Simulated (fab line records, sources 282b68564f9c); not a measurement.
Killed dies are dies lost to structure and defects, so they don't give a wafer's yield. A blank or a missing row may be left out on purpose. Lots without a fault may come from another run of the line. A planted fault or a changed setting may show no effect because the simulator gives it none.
fab line records | flow rit_cmos
record lots=14 wafers=42 last_day=7
route steps=202 shown ACTIVE@5 NWELL@30 NRETRO@59 M1@202
lots that met no fault: from a run of the same line without faults
start_h: hours from the record's first day to the start of the lot's first wafer shown | wait_h: hours since the lot's step before | " the same as in the row above | L1.1+2: a row that stands for several wafers | - no value, or no start given | * or withheld: withheld | < > ~ a bound
route shown NAME@n: a module of which the file shows steps, and the number in the route of the first | usual: mean/standard deviation of fault-free wafers | same: alike in all rows | chamber/n: place in a boat | sites: the reading at each site | _std_site: their standard deviation | _edge_site: outer sites' mean less inner sites' | radius_mm: how far each site lies from the wafer's centre | mask NAME#n: copy n | behind: the tool/chamber that last shaped the wafer | hold: why the lot was held/for how many hours/how that ended | device: the transistor (n, p or np) that didn't switch | end of line: the same wafers' tests at the end of the route | a step without rows: its recipe alone | killed: dies lost to structure and defects at the first sort, not the wafer's yield | map: a wafer's dies, x killed, . not, _ none there
set.NAME: the setting as run; set.NAME@STEP: as run at that earlier step | model.NAME: the simulator's own value behind a step, which no gauge read
steps of the route over a sample of lots; a table a step, a row a wafer
services: from which hour (start_h, from the record's first day; less than 0 if before it) a tool's chamber was out of use, for how many hours, and why
## steps
# step RIT_ACTIVE_THK_MEAS_04
# recipe reads=Si3N4_of_ACTIVE_CVD_03
# usual ACTIVE_NITRIDE_THK=149.5/1.5
# columns lot.wafer tool chamber start_h wait_h ACTIVE_NITRIDE_THK[nm]
L578.2 film_metro-04 - 13.95 0.0 149.0
L578.4 " - " " 148.9
L578.6 " - " " 148.5
L579.1 film_metro-01 - 18.84 0.0 152.1
L579.3 " - " " 151.2
L579.4 " - " " 150.1
L580.3 film_metro-02 - 24.80 0.0 151.7
L580.5 " - " " 152.2
L580.6 " - " " 151.6
L583.3 film_metro-02 - 39.61 0.0 151.3
L583.5 " - " " 149.9
L583.6 " - " " 150.9
L586.1 film_metro-02 - 53.53 0.0 150.7
L586.5 " - " " 151.4
L586.6 " - " " 151.3
L588.1 film_metro-04 - 65.31 0.0 150.9
L588.2 " - " " 149.4
L588.6 " - " " 150.5
L590.1 film_metro-01 - 75.25 0.0 150.5
L590.2 " - " " 152.1
L590.5 " - " " 151.0
L591.1 film_metro-01 - 78.82 0.0 148.8
L591.4 " - " " 148.6
L591.6 " - " " 149.4
L592.1 film_metro-01 - 83.74 0.0 151.6
L592.3 " - " " 151.1
L592.4 " - " " 152.7
L593.2 film_metro-01 - 88.78 0.0 146.8
L593.3 " - " " 149.2
L593.4 " - " " 147.9
L595.1 film_metro-04 - 98.53 0.0 151.7
L595.3 " - " " 151.4
L595.5 " - " " 149.7
L596.2 film_metro-04 - 103.54 0.0 149.8
L596.4 " - " " 149.2
L596.5 " - " " 149.0
L597.2 film_metro-01 - 109.35 0.0 147.8
L597.3 " - " " 147.2
L597.5 " - " " 148.2
L599.2 film_metro-01 - 123.79 0.0 147.0
L599.3 " - " " 148.8
L599.4 " - " " 147.6
# step RIT_ACTIVE_CD_MEAS_11
# recipe target_cd_nm=1400
# usual cd_nm=1399.6/2.7
# columns lot.wafer tool chamber start_h wait_h cd_nm
L578.2 cd_sem-01 - 14.99 - 1398.0
L578.4 " - " " 1399.4
L578.6 " - " " 1399.7
L579.1 cd_sem-02 - 19.75 - 1400.2
L579.3 " - " " 1401.7
L579.4 " - " " 1399.2
L580.3 cd_sem-02 - 25.86 - 1398.7
L580.5 " - " " 1397.0
L580.6 " - " " 1399.2
L583.3 cd_sem-02 - 40.67 - 1400.8
L583.5 " - " " 1398.5
L583.6 " - " " 1400.3
L586.1 cd_sem-01 - 54.44 - 1400.2
L586.5 " - " " 1401.4
L586.6 " - " " 1398.7
L588.1 cd_sem-01 - 66.35 - 1397.4
L588.2 " - " " 1398.1
L588.6 " - " " 1399.1
L590.1 cd_sem-01 - 76.28 - 1399.7
L590.2 " - " " 1400.0
L590.5 " - " " 1401.0
L591.1 cd_sem-02 - 79.85 - 1402.2
L591.4 " - " " 1405.3
L591.6 " - " " 1403.8
L592.1 cd_sem-01 - 84.77 - 1394.9
L592.3 " - " " 1397.5
L592.4 " - " " 1396.5
L593.2 cd_sem-02 - 89.70 - 1398.9
L593.3 " - " " 1402.4
L593.4 " - " " 1403.0
L595.1 cd_sem-01 - 99.44 - 1397.5
L595.3 " - " " 1398.1
L595.5 " - " " 1398.7
L596.2 cd_sem-02 - 104.46 - 1402.1
L596.4 " - " " 1404.1
L596.5 " - " " 1402.5
L597.2 cd_sem-02 - 110.40 - 1402.5
L597.3 " - " " 1400.9
L597.5 " - " " 1401.2
L599.2 cd_sem-02 - 124.84 - 1400.3
L599.3 " - " " 1399.1
L599.4 " - " " 1399.0
# step RIT_NWELL_SOFTBAKE_02
# recipe resist=NOVOLAK temp_c=90 time_s=60
# usual heater_power_total_W=34.56/0.052 plate_temp_C=90.01/0.13
# columns lot.wafer tool chamber start_h wait_h heater_power_total_W plate_temp_C
L578.2 litho_track-04 0 22.63 0.1 34.52 89.88
L578.4 " 0 " " 34.58 89.72
L578.6 " 0 " " 34.60 89.71
L579.1 litho_track-04 0 26.32 0.1 34.63 90.03
L579.3 " 0 " " 34.55 89.84
L579.4 " 0 " " 34.48 89.93
L580.3 litho_track-03 0 31.39 0.1 34.53 89.93
L580.5 " 0 " " 34.64 90.14
L580.6 " 0 " " 34.59 90.01
L583.3 litho_track-01 0 46.20 0.1 34.50 89.93
L583.5 " 0 " " 34.62 89.74
L583.6 " 0 " " 34.65 89.97
L586.1 litho_track-01 0 63.08 0.1 34.61 89.91
L586.5 " 0 " " 34.59 89.82
L586.6 " 0 " " 34.62 89.89
L588.1 litho_track-03 0 71.56 0.1 33.78 88.64
L588.2 " 0 " " 33.77 88.76
L588.6 " 0 " " 33.78 88.50
L590.1 litho_track-03 0 81.52 0.1 33.69 88.68
L590.2 " 0 " " 33.72 88.66
L590.5 " 0 " " 33.69 88.61
L591.1 litho_track-01 0 85.01 0.1 34.48 90.14
L591.4 " 0 " " 34.57 90.14
L591.6 " 0 " " 34.65 90.11
L592.1 litho_track-04 0 91.67 0.1 34.62 90.01
L592.3 " 0 " " 34.48 90.14
L592.4 " 0 " " 34.52 90.07
L593.2 litho_track-01 0 96.08 0.1 34.53 89.65
L593.3 " 0 " " 34.54 89.77
L593.4 " 0 " " 34.49 90.00
L595.1 litho_track-04 0 106.85 0.1 34.55 89.91
L595.3 " 0 " " 34.50 90.11
L595.5 " 0 " " 34.66 89.80
L596.2 litho_track-04 0 110.70 0.1 34.62 90.05
L596.4 " 0 " " 34.59 90.27
L596.5 " 0 " " 34.53 90.14
L597.2 litho_track-01 0 124.73 0.1 34.54 90.02
L597.3 " 0 " " 34.57 90.02
L597.5 " 0 " " 34.50 89.94
L599.2 litho_track-04 0 130.00 0.1 34.56 90.05
L599.3 " 0 " " 34.57 90.10
L599.4 " 0 " " 34.57 90.04
# step RIT_NRETRO_OVL_MEAS_06
# usual NRETRO_OVL=-0.2/1.4
# columns lot.wafer tool chamber start_h wait_h NRETRO_OVL[nm]
L578.2 overlay-02 - 32.12 - -0.8
L578.4 " - " " 0.5
L578.6 " - " " 0.1
L579.1 overlay-02 - 37.81 - 2.7
L579.3 " - " " -0.1
L579.4 " - " " -0.2
L580.3 overlay-02 - 40.85 - -0.2
L580.5 " - " " -1.1
L580.6 " - " " -0.9
L583.3 overlay-01 - 55.82 - -1.0
L583.5 " - " " -2.1
L583.6 " - " " -0.3
L586.1 overlay-01 - 73.56 - -0.7
L586.5 " - " " 0.0
L586.6 " - " " 1.6
L588.1 overlay-01 - 81.45 - 0.0
L588.2 " - " " -2.4
L588.6 " - " " -2.7
L590.1 overlay-02 - 91.01 - -0.5
L590.2 " - " " 0.0
L590.5 " - " " -0.9
L591.1 overlay-02 - 94.14 - 2.3
L591.4 " - " " 0.4
L591.6 " - " " 1.4
L592.1 overlay-02 - 101.05 - -3.1
L592.3 " - " " -3.3
L592.4 " - " " -0.9
L593.2 overlay-02 - 106.38 - 1.6
L593.3 " - " " 0.6
L593.4 " - " " 0.6
L595.1 overlay-01 - 116.62 - 0.3
L595.3 " - " " -3.4
L595.5 " - " " -1.3
L596.2 overlay-01 - 123.40 - 0.8
L596.4 " - " " 1.4
L596.5 " - " " 0.6
L597.2 overlay-01 - 134.38 - -2.0
L597.3 " - " " -1.0
L597.5 " - " " -0.2
L599.2 overlay-02 - 139.70 - -1.5
L599.3 " - " " -1.0
L599.4 " - " " 0.3
# step RIT_M1_PROBE_99
# usual killed_at_M0_to_M3=0.0/0.12 killed_at_contacts=0.0/0.2 killed_at_front_end=6.6/2.8 killed_dies=6.6/2.8 killed_on_rim=1.8/1.2 killed_open=3.3/1.9 killed_short=3.2/1.8
# same gross_dies=264 killed_at_M4_up=0 killed_at_back_side=0 killed_at_other=0
# columns lot.wafer tool chamber start_h wait_h killed_at_M0_to_M3 killed_at_contacts killed_at_front_end killed_dies killed_on_rim killed_open killed_short
L578.2 prober-02 - 62.46 0.1 0 0 6 6 1 4 2
L578.4 prober-02 - 62.56 0.2 0 0 8 8 1 5 3
L578.6 prober-02 - 62.66 0.2 0 0 7 7 3 4 3
L579.1 prober-01 - 66.58 0.1 0 0 6 6 3 2 4
L579.3 prober-01 - 66.68 0.2 0 0 2 2 0 0 2
L579.4 prober-01 - 66.73 0.2 1 0 10 11 4 3 7
L580.3 prober-02 - 73.69 0.2 0 0 2 2 0 0 2
L580.5 prober-02 - 73.79 0.2 0 0 10 10 1 3 7
L580.6 prober-02 - 73.84 0.2 0 0 5 5 2 3 2
L583.3 prober-01 - 84.91 0.2 0 0 9 9 2 4 5
L583.5 prober-01 - 85.01 0.2 0 0 10 10 3 6 4
L583.6 prober-01 - 85.06 0.2 0 0 8 8 3 3 5
L586.1 prober-02 - 102.82 0.1 0 1 3 4 1 3 1
L586.5 prober-02 - 103.02 0.2 0 0 6 6 2 3 3
L586.6 prober-02 - 103.07 0.2 0 0 2 2 1 1 1
L588.1 prober-02 - 111.51 0.1 0 0 9 9 2 4 5
L588.2 prober-02 - 111.56 0.1 0 0 3 3 0 0 3
L588.6 prober-02 - 111.76 0.2 0 0 5 5 2 3 2
L590.1 prober-02 - 119.42 0.1 0 0 10 10 2 5 5
L590.2 prober-02 - 119.47 0.1 0 0 7 7 3 3 4
L590.5 prober-02 - 119.62 0.2 0 0 5 5 1 3 2
L591.1 prober-01 - 122.87 0.1 0 0 6 6 2 4 2
L591.4 prober-01 - 123.02 0.2 0 0 7 7 2 4 3
L591.6 prober-01 - 123.12 0.2 0 0 10 10 1 4 6
L592.1 prober-02 - 135.87 0.1 0 0 7 7 1 3 4
L592.3 prober-02 - 135.97 0.2 0 0 12 12 3 7 4
L592.4 prober-02 - 136.02 0.2 0 0 5 5 2 2 3
L593.2 prober-01 - 142.73 0.1 0 0 1 1 1 1 0
L593.3 prober-01 - 142.78 0.2 0 0 5 5 2 2 3
L593.4 prober-01 - 142.83 0.2 0 0 10 10 3 5 5
L595.1 prober-01 - 149.71 0.1 0 0 2 2 1 1 1
L595.3 prober-01 - 149.81 0.2 1 0 4 5 2 1 4
L595.5 prober-01 - 149.91 0.2 0 0 9 9 1 8 1
L596.2 prober-02 - 152.76 0.1 0 0 8 8 2 4 4
L596.4 prober-02 - 152.86 0.2 0 0 12 12 4 7 5
L596.5 prober-02 - 152.91 0.2 0 0 3 3 1 1 2
L597.2 prober-01 - 166.19 0.1 0 1 7 8 1 3 5
L597.3 prober-01 - 166.24 0.2 0 0 3 3 1 1 2
L597.5 prober-01 - 166.34 0.2 0 0 8 8 3 4 4
L599.2 prober-01 - 170.68 0.1 0 0 11 11 2 4 6
L599.3 prober-01 - 170.73 0.2 0 0 7 7 1 4 2
L599.4 prober-01 - 170.78 0.2 0 0 7 7 3 3 4
# killed by level:class
L578.2 SPACER:geometric_particle:open=2 SILICIDE:geometric_particle:open=2 FOX1:geometric_particle:short=1 GATE:geometric_particle:short=1
L578.4 FOX1:geometric_particle:open=2 SPACER:geometric_particle:short=2 SPACER:geometric_particle:open=2 FOX2:geometric_particle:open=1 SILICIDE:geometric_particle:short=1
L578.6 FOX1:geometric_particle:open=2 ACTIVE:geometric_particle:open=1 FOX1:geometric_particle:short=1 GATE:geometric_particle:short=1 GATE:geometric_particle:open=1 SPACER:geometric_particle:short=1
L579.1 GATE:geometric_particle:short=2 GATE:geometric_particle:open=1 REOX:geometric_particle:short=1 SPACER:geometric_particle:open=1 SPACER:geometric_particle:short=1
L579.3 GATE:geometric_particle:short=2
L579.4 REOX:geometric_particle:short=3 GATE:geometric_particle:short=2 REOX:geometric_particle:open=2 SILICIDE:geometric_particle:short=2 SILICIDE:geometric_particle:open=1 M1:coat_microbubble_printed=1
L580.3 GATE:geometric_particle:short=1 SPACER:geometric_particle:short=1
L580.5 GATE:geometric_particle:short=3 GATE:geometric_particle:open=2 SPACER:geometric_particle:short=2 SILICIDE:geometric_particle:short=2 SILICIDE:geometric_particle:open=1
L580.6 FOX1:geometric_particle:short=1 FOX1:geometric_particle:open=1 GATE:geometric_particle:open=1 GATE:geometric_particle:short=1 SPACER:geometric_particle:open=1
L583.3 FOX1:geometric_particle:open=2 GATE:geometric_particle:open=2 SPACER:geometric_particle:short=2 FOX1:geometric_particle:short=1 GATE:geometric_particle:short=1 REOX:geometric_particle:short=1
L583.5 FOX1:geometric_particle:open=4 GATE:geometric_particle:short=2 FOX1:geometric_particle:short=1 REOX:geometric_particle:open=1 SILICIDE:geometric_particle:open=1 SILICIDE:geometric_particle:short=1
L583.6 GATE:geometric_particle:open=2 FOX1:geometric_particle:short=1 FOX2:geometric_particle:short=1 GATE:geometric_particle:short=1 REOX:geometric_particle:short=1 SILICIDE:geometric_particle:open=1 SILICIDE:geometric_particle:short=1
L586.1 FOX1:geometric_particle:open=1 FOX2:geometric_particle:short=1 SPACER:geometric_particle:open=1 CONTACT:geometric_particle:open=1
L586.5 GATE:geometric_particle:short=2 GATE:geometric_particle:open=2 FOX1:geometric_particle:open=1 FOX1:geometric_particle:short=1
L586.6 REOX:geometric_particle:open=1 SPACER:geometric_particle:short=1
L588.1 FOX1:geometric_particle:open=4 GATE:geometric_particle:short=4 FOX1:geometric_particle:short=1
L588.2 FOX1:geometric_particle:short=1 GATE:geometric_particle:short=1 SPACER:geometric_particle:short=1
L588.6 FOX1:geometric_particle:open=1 FOX1:geometric_particle:short=1 FOX2:geometric_particle:open=1 SILICIDE:geometric_particle:open=1 SILICIDE:geometric_particle:short=1
L590.1 GATE:geometric_particle:open=4 SPACER:geometric_particle:short=3 FOX1:geometric_particle:short=1 FOX2:geometric_particle:open=1 GATE:geometric_particle:short=1
L590.2 GATE:geometric_particle:short=3 FOX1:geometric_particle:open=1 FOX2:geometric_particle:short=1 FOX2:geometric_particle:open=1 SILICIDE:geometric_particle:open=1
L590.5 FOX2:geometric_particle:open=1 FOX2:geometric_particle:short=1 GATE:geometric_particle:open=1 SPACER:geometric_particle:short=1 SILICIDE:geometric_particle:open=1
L591.1 GATE:geometric_particle:open=2 GATE:geometric_particle:short=1 REOX:geometric_particle:open=1 SPACER:geometric_particle:open=1 SILICIDE:geometric_particle:short=1
L591.4 GATE:geometric_particle:open=3 GATE:geometric_particle:short=2 REOX:geometric_particle:open=1 REOX:geometric_particle:short=1
L591.6 GATE:geometric_particle:short=3 REOX:geometric_particle:open=2 GATE:geometric_particle:open=1 REOX:geometric_particle:short=1 SPACER:geometric_particle:short=1 SPACER:geometric_particle:open=1 SILICIDE:geometric_particle:short=1
L592.1 REOX:geometric_particle:open=2 FOX1:geometric_particle:open=1 FOX2:geometric_particle:short=1 GATE:geometric_particle:short=1 REOX:geometric_particle:short=1 SPACER:geometric_particle:short=1
L592.3 GATE:geometric_particle:open=3 SPACER:geometric_particle:open=2 FOX1:geometric_particle:short=1 FOX2:geometric_particle:open=1 GATE:geometric_particle:short=1 REOX:geometric_particle:open=1 SPACER:geometric_particle:short=1 SILICIDE:geometric_particle:short=1
L592.4 GATE:geometric_particle:short=2 GATE:geometric_particle:open=1 SILICIDE:geometric_particle:open=1 SILICIDE:geometric_particle:short=1
L593.2 FOX2:geometric_particle:open=1
L593.3 FOX2:geometric_particle:short=2 GATE:geometric_particle:short=1 REOX:geometric_particle:open=1 SILICIDE:geometric_particle:open=1
L593.4 FOX2:geometric_particle:open=2 GATE:geometric_particle:short=2 SILICIDE:geometric_particle:short=2 FOX1:geometric_particle:open=1 FOX2:geometric_particle:short=1 GATE:geometric_particle:open=1 SILICIDE:geometric_particle:open=1
L595.1 ACTIVE:geometric_particle:open=1 GATE:geometric_particle:short=1
L595.3 GATE:geometric_particle:short=3 SPACER:geometric_particle:open=1 M1:geometric_particle:short=1
L595.5 GATE:geometric_particle:open=4 SPACER:geometric_particle:open=4 REOX:geometric_particle:short=1
L596.2 GATE:geometric_particle:open=3 GATE:geometric_particle:short=2 SPACER:geometric_particle:short=1 SILICIDE:geometric_particle:short=1 SILICIDE:geometric_particle:open=1
L596.4 GATE:geometric_particle:open=5 GATE:geometric_particle:short=4 FOX1:geometric_particle:open=2 SILICIDE:geometric_particle:short=1
L596.5 FOX1:geometric_particle:short=1 GATE:geometric_particle:open=1 SILICIDE:geometric_particle:short=1
L597.2 GATE:geometric_particle:short=3 FOX1:geometric_particle:short=1 FOX1:geometric_particle:open=1 GATE:geometric_particle:open=1 REOX:geometric_particle:short=1 CONTACT:geometric_particle:open=1
L597.3 GATE:geometric_particle:short=2 GATE:geometric_particle:open=1
L597.5 GATE:geometric_particle:short=2 SPACER:geometric_particle:open=2 FOX2:geometric_particle:open=1 FOX2:geometric_particle:short=1 REOX:geometric_particle:open=1 SPACER:geometric_particle:short=1
L599.2 GATE:geometric_particle:short=3 FOX1:geometric_particle:short=2 GATE:geometric_particle:open=2 REOX:geometric_particle:open=1 REOX:geometric_particle:short=1 SPACER:geometric_particle:open=1 NLDD:coat_microbubble_printed=1
L599.3 GATE:geometric_particle:open=2 FOX2:geometric_particle:open=1 GATE:geometric_particle:short=1 REOX:geometric_particle:short=1 REOX:geometric_particle:open=1 NLDD:coat_microbubble_printed=1
L599.4 FOX1:geometric_particle:open=2 FOX2:geometric_particle:short=1 GATE:geometric_particle:short=1 SPACER:geometric_particle:short=1 SILICIDE:geometric_particle:open=1 SILICIDE:geometric_particle:short=1
## services
# columns tool chamber start_h hours kind
litho_track-01 - 55.49 - consumable_replace:filter
## key
first_sign step=RIT_NWELL_SOFTBAKE_02 reading=heater_power_total_W direction=down sigmas=16 usual=34.56 struck=33.74
effect step=RIT_NWELL_SOFTBAKE_02 reading=plate_temp_C direction=down sigmas=11 usual=* struck=*
met_at RIT_NWELL_SOFTBAKE_02
struck_lots L588,L590
tester_left_out L588,L590
not_acting_at RIT_ACTIVE_THK_MEAS_04,RIT_ACTIVE_CD_MEAS_11,RIT_NRETRO_OVL_MEAS_06
onset_between 31.39 71.56
fault kind=process_parameter_drift tool=litho_track-03 chamber=- onset_h=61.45 steps=RIT_NWELL_SOFTBAKE_02 channel=temp_c offset=* shape=step end_h=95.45 acts_in=* stated=*
# tester_left_out: of these lots the tester's yield and bins aren't shown, on N5 and GAA mostly nor the transistor test; their killed dies are dies lost to structure and defects alone, not to doping, threshold or leakage, so they don't give the yield
